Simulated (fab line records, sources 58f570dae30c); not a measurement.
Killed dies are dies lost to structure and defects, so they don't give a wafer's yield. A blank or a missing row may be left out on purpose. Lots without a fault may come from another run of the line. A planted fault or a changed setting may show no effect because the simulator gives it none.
Which tool did it? | flow berkeley_cmos170 | 13 lots, 39 wafers sampled, at 2 steps of a route of 331

WHAT THE GAUGES READ, wafer by wafer
UCB170_START_THK_MEAS_03.
lot  | measured    | on            | START_OXIDE_THK (nm)
L660 | day 1 17:34 | film_metro-02 | 19.8 20.1 20.2
L662 | day 2 04:34 | film_metro-02 | 20.4 20.6 20.3
L664 | day 2 15:55 | film_metro-02 | 19.9 19.9 20.0
L666 | day 2 23:52 | film_metro-03 | 20.4 20.4 20.3
L667 | day 3 07:05 | film_metro-03 | 19.9 20.2 20.2
L668 | day 3 13:19 | film_metro-03 | 19.4 19.6 19.6
L671 | day 4 04:41 | film_metro-01 | 20.2 20.2 20.2
L674 | day 4 20:22 | film_metro-01 | 19.8 20.4 20.3
L676 | day 5 06:16 | film_metro-02 | 20.2 19.9 20.1
L677 | day 5 06:20 | film_metro-02 | 19.9 20.1 20.3
L679 | day 5 19:29 | film_metro-02 | 19.7 19.7 19.6
L680 | day 6 01:07 | film_metro-02 | 19.7 20.4 20.2
L681 | day 6 05:44 | film_metro-02 | 20.2 20.0 20.1

UCB170_NWELL_THK_MEAS_05.
lot  | measured    | on            | NWELL_NITRIDE_THK (nm)
L660 | day 2 10:09 | film_metro-01 | 223.3 223.6 223.3
L662 | day 2 19:06 | film_metro-01 | 222.4 223.6 221.4
L664 | day 3 12:59 | film_metro-04 | 223.4 223.4 223.0
L666 | day 3 16:31 | film_metro-04 | 221.3 223.3 224.2
L667 | day 4 03:38 | film_metro-02 | 224.3 223.5 221.6
L668 | day 4 09:31 | film_metro-04 | 224.6 222.8 222.0
L671 | day 4 20:07 | film_metro-01 | 227.4 224.1 224.8
L674 | day 5 15:40 | film_metro-04 | 225.9 225.1 225.3
L676 | day 6 00:17 | film_metro-04 | 221.5 221.7 222.6
L677 | day 6 00:17 | film_metro-01 | 221.2 222.0 221.2
L679 | day 6 11:57 | film_metro-01 | 220.9 219.9 221.3
L680 | day 6 22:52 | film_metro-04 | 226.4 226.9 228.8
L681 | day 6 22:52 | film_metro-01 | 224.2 223.8 223.2

WHICH TOOL RAN EACH LOT (tool, then ch and the chambers of the sampled wafers, then the start)
The record holds no process step before these readings.

WHAT THE TOOLS THEMSELVES READ (means of the sampled wafers that have a number; where no wafer has one, the mark that the record gives instead)
The record holds no such reading with a usual standard deviation.

THE ANSWER, worked out from the rows above alone
Rule: what is usual is taken from the lots themselves. Put in order of their means at a reading, lots are off if they are a third of the lots or fewer, leave a main group of 4 or more, and stand apart from it by a gap of 3 or more times the standard deviation of the main group's means; of several such gaps the widest counts. A main group whose means are all the same, to the digits that the tables above print for the reading, isn't used. A lot without any number at a reading at which 4 lots or more have one is off too. The other lots that the step has rows for count as sound. The gauges are gone through in route order, then the tools' own readings, and for those a lot's mean is taken as printed above. The first step at which some lot is off is used, and at that step the reading that is off furthest; a lot without a number counts as furthest.
No lot is off at any reading shown: from this, nothing can be told.

WHAT THE SIMULATOR HAD PUT IN
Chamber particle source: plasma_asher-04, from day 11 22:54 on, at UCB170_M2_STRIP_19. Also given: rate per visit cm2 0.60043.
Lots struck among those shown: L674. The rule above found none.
